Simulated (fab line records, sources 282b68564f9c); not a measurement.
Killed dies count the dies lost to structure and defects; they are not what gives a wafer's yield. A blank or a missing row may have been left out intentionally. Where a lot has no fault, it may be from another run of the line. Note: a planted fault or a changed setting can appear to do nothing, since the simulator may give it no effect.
fab line records | flow ritCmos
record lots=6 wafers=18 lastDay=7
route steps=202 shown SPACER@130 NSD@131 PSD@142 M1@202
lots that met no fault: taken from a fault-free run of the same line
startH: the number of hours between the record's first day and the start of the first shown wafer of the lot | waitH: time in hours since the lot's previous step | " same as the row above | L1.1+2: a single row standing in for several wafers | - value missing, or start not given | * or withheld: withheld | < > ~ a bound
route shown NAME@n: names a module that has steps shown in the file, with the first one's number in the route | usual: mean and standard deviation over wafers with no fault | same: alike in all rows | chamber/n: place in a boat | sites: per-site readings | _std_site: how widely they spread, as a standard deviation | _edge_site: outer sites' mean less inner sites' | radiusMm: for every site, how far away it sits from the centre of the wafer | mask NAME#n: copy n | behind: the last tool/chamber to shape the wafer | hold: why the lot went on hold/how many hours it stayed there/how the hold came to an end | device: whichever transistor did not switch (one of n, p or np) | end of line: the route-end tests of the same wafers | a step without rows: its recipe alone | killed: the dies lost at the first sort to structure and to defects; this is not the yield of the wafer | map: shows each die of a wafer: x if killed, . if not, _ if none is there
set.NAME: the setting that was run; set.NAME@STEP: the one run at that earlier step | model.NAME: the simulator's own value behind a step, which no gauge read
lots seen at some steps along the route; tables by step, rows by wafer
services: the hour from which a tool's chamber was out of use, counted from the record's first day as startH (under 0 if before that day), plus the number of hours and why
## steps
# step RIT_SPACER_ETCHBACK_05
# recipe targetDepthA=2500 SF6_flow_sccm=30 CHF3_flow_sccm=30 target=Si3N4 chemistry=SF6/CHF3 pressureMtorr=40 rfW=250 timeS=240 stopOn=SiO2
# usual drypumpMotorCurrentA=5.5/0.51 oesProductAu=0.842/0.016 throttleValvePct=10.26/0.12
# columns lot.wafer tool chamber startH waitH drypumpMotorCurrentA oesProductAu rfHoursCounterH throttleValvePct
L499.1 rieDiel-01 1 61.55 0.1 6.1 0.824 137 10.07
L499.2 " 2 " " 5.4 0.849 8 10.29
L499.5 " 3 " " 4.6 0.836 - 10.42
L502.1 rieDiel-01 1 76.99 0.1 6.1 0.816 137 10.07
L502.2 " 0 " " 5.9 0.841 89 10.22
L502.3 " 2 " " 5.4 0.840 8 10.29
L504.1 rieDiel-01 2 95.87 0.1 5.4 0.838 9 10.29
L504.3 " 1 " " 6.1 0.812 137 10.08
L504.6 " 3 " " 4.7 0.837 - 10.40
L507.2 rieDiel-03 3 106.00 0.0 6.0 0.833 5 10.12
L507.3 " 1 " " 5.3 0.822 2 10.30
L507.6 " 1 " " 5.3 0.829 - 10.32
L517.2 rieDiel-01 3 150.32 0.0 4.7 0.834 115 10.41
L517.4 " 2 " " 5.4 0.843 10 10.29
L517.6 " 3 " " 4.6 0.841 - 10.42
L518.1 rieDiel-01 3 157.60 0.1 4.7 0.853 116 10.41
L518.3 " 1 " " 6.1 0.819 139 10.07
L518.5 " 0 " " 5.9 0.849 - 10.23
# step RIT_NSD_HMDS_00
# recipe primeTimeS=60 primeTempC=140
# step RIT_NSD_COAT_01
# recipe resist=NOVOLAK spinRpm=3250 resistThkNm=1000
# step RIT_NSD_SOFTBAKE_02
# recipe resist=NOVOLAK tempC=90 timeS=60
# step RIT_NSD_EXPOSE_03
# recipe maskId=M9 na=0.57 targetCdNm=40700 doseMj=250
# step RIT_NSD_PEB_04
# recipe resist=NOVOLAK tempC=withheld timeS=withheld
# step RIT_NSD_DEVELOP_05
# recipe resist=NOVOLAK developTimeS=50 devTempC=23
# step RIT_NSD_OVL_MEAS_06
# usual NSD_OVL=-0.3/1.5
# columns lot.wafer tool chamber startH waitH NSD_OVL[nm]
L499.1 overlay-01 - 62.55 - 2.5
L499.2 " - " " 1.4
L499.5 " - " " -0.2
L502.1 overlay-01 - 78.12 - 1.7
L502.2 " - " " 3.0
L502.3 " - " " 0.9
L504.1 overlay-01 - 96.87 - 1.3
L504.3 " - " " 0.1
L504.6 " - " " 1.1
L507.2 overlay-02 - 107.13 - -0.6
L507.3 " - " " -1.2
L507.6 " - " " -3.1
L517.2 overlay-02 - 151.45 - -1.2
L517.4 " - " " -2.0
L517.6 " - " " -2.7
L518.1 overlay-02 - 158.78 - 0.0
L518.3 " - " " 0.4
L518.5 " - " " -0.8
# step RIT_NSD_HARDBAKE_07
# recipe resist=NOVOLAK tempC=140 timeS=60
# step RIT_NSD_IMPLANT_08
# recipe species=P energyKev=25 doseCm2=1e+15 tiltDeg=7
# step RIT_NSD_STRIP_09
# recipe chemistry=O2 timeS=180 resist=NOVOLAK platenTempC=withheld powerW=500 pressureMtorr=4000 o2FlowSccm=4000
# usual drypumpMotorCurrentA=5.42/0.23
# columns lot.wafer tool chamber startH waitH drypumpMotorCurrentA rfHoursCounterH
L499.1 plasmaAsher-02 1 62.88 0.1 5.39 27
L499.2 " 0 " " 5.37 27
L499.5 " 0 " " 5.34 -
L502.1 plasmaAsher-02 0 78.45 0.1 5.40 29
L502.2 " 1 " " 5.46 29
L502.3 " 0 " " 5.40 -
L504.1 plasmaAsher-04 1 97.21 0.1 5.21 44
L504.3 " 1 " " 5.23 -
L504.6 " 0 " " 5.94 -
L507.2 plasmaAsher-01 0 107.46 0.1 5.30 46
L507.3 " 0 " " 5.27 -
L507.6 " 1 " " 5.19 -
L517.2 plasmaAsher-02 1 151.78 0.1 5.43 37
L517.4 " 1 " " 5.46 -
L517.6 " 1 " " 5.41 -
L518.1 plasmaAsher-02 0 159.11 0.1 5.36 38
L518.3 " 1 " " 5.37 -
L518.5 " 0 " " 5.34 -
# step RIT_NSD_TW_MEAS_10
# usual NSD_TW=3101/46
# columns lot.wafer tool chamber startH waitH NSD_TW
L499.1 filmMetro-04 - 63.06 0.1 3131
L499.2 " - " " 3145
L499.5 " - " " 3128
L502.1 filmMetro-04 - 78.63 0.1 3172
L502.2 " - " " 3150
L502.3 " - " " 3177
L504.1 filmMetro-02 - 97.38 0.1 3098
L504.3 " - " " 3077
L504.6 " - " " 3097
L507.2 filmMetro-04 - 107.64 0.1 3148
L507.3 " - " " 3134
L507.6 " - " " 3144
L517.2 filmMetro-01 - 151.96 0.1 3032
L517.4 " - " " 3040
L517.6 " - " " 3036
L518.1 filmMetro-02 - 159.29 0.1 3113
L518.3 " - " " 3114
L518.5 " - " " 3103
# step RIT_PSD_HMDS_00
# recipe primeTimeS=60 primeTempC=140
# usual chillPlateTempC=22.98/0.11 primeTempC=139.99/0.15
# columns lot.wafer tool chamber startH waitH chillPlateTempC primeTempC
L499.1 lithoTrack-03 0 63.12 0.1 22.90 139.91
L499.2 " 0 " " 23.03 139.88
L499.5 " 0 " " 22.93 139.93
L502.1 lithoTrack-01 0 78.69 0.1 22.96 139.69
L502.2 " 0 " " 23.07 139.59
L502.3 " 0 " " 23.05 139.81
L504.1 lithoTrack-01 0 97.44 0.1 22.83 137.78
L504.3 " 0 " " 22.87 137.82
L504.6 " 0 " " 22.88 137.67
L507.2 lithoTrack-01 0 107.72 0.1 22.93 137.33
L507.3 " 0 " " 23.12 137.30
L507.6 " 0 " " 22.94 137.31
L517.2 lithoTrack-03 0 152.04 0.1 23.26 139.99
L517.4 " 0 " " 23.15 140.18
L517.6 " 0 " " 23.15 140.12
L518.1 lithoTrack-04 0 159.35 0.1 23.02 140.03
L518.3 " 0 " " 22.99 140.08
L518.5 " 0 " " 22.88 140.05
# step RIT_PSD_COAT_01
# recipe resist=NOVOLAK spinRpm=3250 resistThkNm=1000
# step RIT_M1_PROBE_99
# usual killedAtContacts=0.1/0.31 killedAtFrontEnd=6.8/2.7 killedDies=6.9/2.7 killedOpen=3.3/1.8 killedShort=3.5/1.8
# same grossDies=264 killed_at_M0_to_M3=0 killed_at_M4_up=0 killedAtBackSide=0 killedAtOther=0
# columns lot.wafer tool chamber startH waitH killedAtContacts killedAtFrontEnd killedDies killedOpen killedShort
L499.1 prober-02 - 74.25 0.1 0 5 5 2 3
L499.2 prober-02 - 74.30 0.1 0 6 6 2 4
L499.5 prober-02 - 74.45 0.2 0 4 4 3 1
L502.1 prober-01 - 90.11 0.1 0 5 5 4 1
L502.2 prober-01 - 90.16 0.1 0 5 5 1 4
L502.3 prober-01 - 90.21 0.2 0 7 7 2 5
L507.2 prober-01 - 116.96 0.1 0 8 8 4 3
L507.3 prober-01 - 117.01 0.2 0 7 7 4 3
L507.6 prober-01 - 117.16 0.2 1 10 11 6 5
L517.2 prober-01 - 161.42 0.1 0 2 2 2 0
L517.4 prober-01 - 161.52 0.2 0 6 6 2 4
L517.6 prober-01 - 161.62 0.2 0 10 10 6 4
# killed by level:class
L499.1 FOX1:geometricParticle:open=2 FOX1:geometricParticle:short=1 GATE:geometricParticle:short=1 REOX:geometricParticle:short=1
L499.2 FOX2:geometricParticle:short=2 FOX1:geometricParticle:short=1 GATE:geometricParticle:short=1 GATE:geometricParticle:open=1 SILICIDE:geometricParticle:open=1
L499.5 SPACER:geometricParticle:open=2 GATE:geometricParticle:open=1 REOX:geometricParticle:short=1
L502.1 FOX1:geometricParticle:open=2 GATE:geometricParticle:open=2 GATE:geometricParticle:short=1
L502.2 SILICIDE:geometricParticle:short=2 FOX1:geometricParticle:short=1 GATE:geometricParticle:open=1 SPACER:geometricParticle:short=1
L502.3 FOX1:geometricParticle:short=4 GATE:geometricParticle:short=1 GATE:geometricParticle:open=1 SPACER:geometricParticle:open=1
L507.2 SILICIDE:geometricParticle:open=3 FOX1:geometricParticle:short=1 GATE:geometricParticle:short=1 GATE:geometricParticle:open=1 SILICIDE:geometricParticle:short=1 GATE:coatMicrobubblePrinted=1
L507.3 GATE:geometricParticle:open=2 GATE:geometricParticle:short=1 REOX:geometricParticle:short=1 REOX:geometricParticle:open=1 SILICIDE:geometricParticle:open=1 SILICIDE:geometricParticle:short=1
L507.6 GATE:geometricParticle:open=2 GATE:geometricParticle:short=2 SILICIDE:geometricParticle:open=2 ACTIVE:geometricParticle:open=1 FOX1:geometricParticle:open=1 REOX:geometricParticle:short=1 SILICIDE:geometricParticle:short=1 CONTACT:geometricParticle:short=1
L517.2 FOX1:geometricParticle:open=1 REOX:geometricParticle:open=1
L517.4 FOX1:geometricParticle:open=1 FOX1:geometricParticle:short=1 FOX2:geometricParticle:short=1 GATE:geometricParticle:open=1 REOX:geometricParticle:short=1 SILICIDE:geometricParticle:short=1
L517.6 FOX1:geometricParticle:open=2 FOX1:geometricParticle:short=2 SPACER:geometricParticle:open=2 GATE:geometricParticle:open=1 REOX:geometricParticle:short=1 SPACER:geometricParticle:short=1 SILICIDE:geometricParticle:open=1
## services
# columns tool chamber startH hours kind
rieDiel-01 3 73.26 4.4 repair
rieDiel-03 - 95.47 0.4 repair
plasmaAsher-01 - 108.75 9.0 pm
plasmaAsher-01 0 108.75 9.0 ventCycle
plasmaAsher-01 1 108.75 9.0 ventCycle
plasmaAsher-04 - 116.28 1.5 repair
plasmaAsher-01 0 117.75 - clean
plasmaAsher-01 1 117.75 - clean
rieDiel-03 0 123.72 - clean
rieDiel-03 0 123.72 12.9 scheduledDown
rieDiel-03 0 123.72 12.9 ventCycle
lithoTrack-04 - 129.04 - consumableReplace:filter
rieDiel-03 3 137.19 5.7 repair
rieDiel-03 1 155.87 3.6 repair
## key
firstSign step=RIT_PSD_HMDS_00 reading=primeTempC direction=down sigmas=16 usual=* struck=*
effect none on later readings
metAt RIT_PSD_HMDS_00
struckWafers L504.1,L504.3,L504.6,L507.2,L507.3,L507.6
testerLeftOut L504,L507
onsetBetween 78.69 97.44
fault kind=processParameterDrift tool=lithoTrack-01 chamber=- onsetH=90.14 steps=RIT_PSD_HMDS_00 channel=primeTempC offset=* shape=step endH=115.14 actsIn=* stated=*
# testerLeftOut: of these lots the tester's yield and bins aren't shown, on N5 and GAA mostly nor the transistor test; their killed dies are dies lost to structure and defects alone, not to doping, threshold or leakage, so they don't give the yield
